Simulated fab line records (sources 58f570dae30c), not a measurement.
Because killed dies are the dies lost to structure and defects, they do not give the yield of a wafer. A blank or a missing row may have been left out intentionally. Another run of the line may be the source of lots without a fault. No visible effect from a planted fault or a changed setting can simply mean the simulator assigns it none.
Split-lot trial | flow berkeley-cmos170 | 5 lots, 23 wafers read, on a route of 331 steps

ABOUT THE SPLIT
At UCB170_M3_SPUTTER_01 (material Al, target thk 900 nm, time 120 s), the setting power-w was moved away from the recipe's 6000 W on 5 of the 23 wafers read, by -10.8% to +6.3%. This setting was run at the recipe's value on the other wafers.

THE PATH FROM SPLIT TO READING: the file shows 1 step between them
- UCB170_M3_RS_MEAS_02: measures by four-point-probe

THE READING
M3_AL_THK, in nm, at UCB170_M3_THK_MEAS_03 (measures by xrf). Fault-free wafers of this fab line usually give 912 nm, standard deviation 10 nm.

wafer  | tool, chamber at the split | power-w as run, W | against the recipe | M3_AL_THK, nm | against lot-mates on the recipe
L074.1 | pvd-sputter-04, -          | 6000              | recipe             | 918           | -
L074.2 | pvd-sputter-04, -          | 6000              | recipe             | 919           | -
L074.3 | pvd-sputter-04, -          | 6000              | recipe             | 905           | -
L074.5 | pvd-sputter-04, -          | 6000              | recipe             | 924           | -
L074.6 | pvd-sputter-04, -          | 6000              | recipe             | 929           | -
L076.2 | pvd-sputter-01, -          | 6000              | recipe             | 906           | -
L076.3 | pvd-sputter-01, -          | 5351              | -10.8%             | 806           | -107
L076.4 | pvd-sputter-01, -          | 6000              | recipe             | 924           | -
L076.5 | pvd-sputter-01, -          | 6000              | recipe             | 908           | -
L076.6 | pvd-sputter-01, -          | 5351              | -10.8%             | 807           | -106
L084.1 | pvd-sputter-04, -          | 6000              | recipe             | 927           | -
L084.3 | pvd-sputter-04, -          | 6000              | recipe             | 915           | -
L084.6 | pvd-sputter-04, -          | 6000              | recipe             | 924           | -
L085.1 | pvd-sputter-01, -          | 6000              | recipe             | 896           | -
L085.2 | pvd-sputter-01, -          | 6376              | +6.3%              | 950           | +51
L085.4 | pvd-sputter-01, -          | 6000              | recipe             | 902           | -
L085.5 | pvd-sputter-01, -          | 6376              | +6.3%              | 950           | +51
L085.6 | pvd-sputter-01, -          | 6376              | +6.3%              | 952           | +53
L083.1 | pvd-sputter-03, -          | 6000              | recipe             | 895           | -
L083.3 | pvd-sputter-03, -          | 6000              | recipe             | 911           | -
L083.4 | pvd-sputter-03, -          | 6000              | recipe             | 901           | -
L083.5 | pvd-sputter-03, -          | 6000              | recipe             | 908           | -
L083.6 | pvd-sputter-03, -          | 6000              | recipe             | 904           | -

FIT RESULTS
A straight line over all 23 wafers: M3_AL_THK changes by +8.53 nm for each +1% of power-w; r = +0.95; the points scatter about the line by 12 nm.
The same after taking each lot's own level away (the mean of its wafers on the recipe; 23 wafers): +9.28 nm for each +1%; r = +0.99; scatter 6.6 nm.
According to that fit, moving power-w by its largest amount changes the reading by 1e+02 nm.
Across the lots, their own levels run from 899.0 to 922.0 nm, a range of 2.3 times the standard deviation given above.
Hence the lot-to-lot level has little effect on the slope; both slopes agree.
Check: with one of the wafers moved furthest among these (-10.8%) left out of the fit, the line predicts -98.8 nm for it against its lot-mates. It came out at -107 nm against them.

THESE WAFERS: OTHER SPLITS
Note: prior to the reading, these wafers also went through further splits. Each is held against what the fit with the lots' levels taken away leaves over:
other split on the same wafers         | wafers away from the commonest value | r with M3_AL_THK (lot level and that fit taken away)
UCB170_V1_EXPOSE_09 dose-mj            | 7                                    | +0.02
UCB170_M2_METAL_ETCH_18 over-etch-frac | 8                                    | -0.06
UCB170_V2_CMP_02 leave-above-ref-nm    | 11                                   | +0.05
UCB170_V2_PEB_10 peb-temp-c            | 8                                    | +0.14

THE WHOLE CHAIN: every reading that the file lists as answering this split, in the file's order
step                  | what it does                               | reading                                                                     | change (the file's fit)               | r (the file's)
UCB170_M3_SPUTTER_01  | material Al, target thk 900 nm, time 120 s | Al_of_M3_SPUTTER_01.thk-nm (the simulator's own value, which no gauge read) | +9.1 nm for each +1% of the setting   | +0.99
UCB170_M3_RS_MEAS_02  | measures by four-point-probe               | M3_AL_RS                                                                    | -0.000352 for each +1% of the setting | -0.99
UCB170_M3_THK_MEAS_03 | measures by xrf                            | M3_AL_THK                                                                   | +9.41 for each +1% of the setting     | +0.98

FILE'S OWN FIT
M3_AL_THK changes by +9.41 nm for each +1% of power-w, r = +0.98.
